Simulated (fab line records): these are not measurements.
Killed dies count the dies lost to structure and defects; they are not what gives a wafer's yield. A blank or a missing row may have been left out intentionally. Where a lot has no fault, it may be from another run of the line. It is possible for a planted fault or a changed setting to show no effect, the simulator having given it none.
Matching of chambers :: flow berkeley-cmos170 :: UCB170_V2_CMP_02 on cmp-01 has 4 sister chambers
The step polishes SiO2. 4 wafers are shown with their chamber, then 8 later ones without.

## WAFERS PAIRED WITH THEIR CHAMBERS
wafer: L715.6
chamber: 1
motor-current-A (A): 15.0

wafer: L718.1
chamber: 0
motor-current-A (A): 18.0

wafer: L719.4
chamber: 2
motor-current-A (A): 18.5

wafer: L721.1
chamber: 3
motor-current-A (A): 15.2

## WAFERS WITH NO CHAMBER GIVEN
wafer: L721.2
motor-current-A (A): 15.6

wafer: L721.4
motor-current-A (A): 18.5

wafer: L727.2
motor-current-A (A): 14.7

wafer: L727.3
motor-current-A (A): 18.4

wafer: L727.6
motor-current-A (A): 14.7

wafer: L735.3
motor-current-A (A): 18.4

wafer: L735.4
motor-current-A (A): 18.0

wafer: L735.6
motor-current-A (A): 15.5

## EACH ONE'S CHAMBER
wafer: L721.2
from the rows above: can't be placed: 3 or 1
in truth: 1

wafer: L721.4
from the rows above: 2
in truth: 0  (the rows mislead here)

wafer: L727.2
from the rows above: can't be placed: 1 or 3
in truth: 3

wafer: L727.3
from the rows above: can't be placed: 2 or 0
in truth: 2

wafer: L727.6
from the rows above: can't be placed: 1 or 3
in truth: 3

wafer: L735.3
from the rows above: can't be placed: 2 or 0
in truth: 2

wafer: L735.4
from the rows above: 0
in truth: 0

wafer: L735.6
from the rows above: can't be placed: 3 or 1
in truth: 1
Placed correctly: 1 of 8. From these rows, 6 cannot be placed; in 6 the true chamber is one of the candidates. 1 placed wrongly.
How it was worked out, from the rows above alone: a wafer's distance from a chamber is the root of the sum, over the readings, of the square of ((its reading less the chamber's mean) divided by the reading's scatter). If the next closest chamber is less than 2 further off than the closest, the wafer can't be placed; otherwise it belongs to the closest. A chamber's mean is the mean of its shown wafers. The scatter (one wafer shown for each chamber): square how far every hidden wafer sits from the nearest shown wafer, average those squares and take the square root.
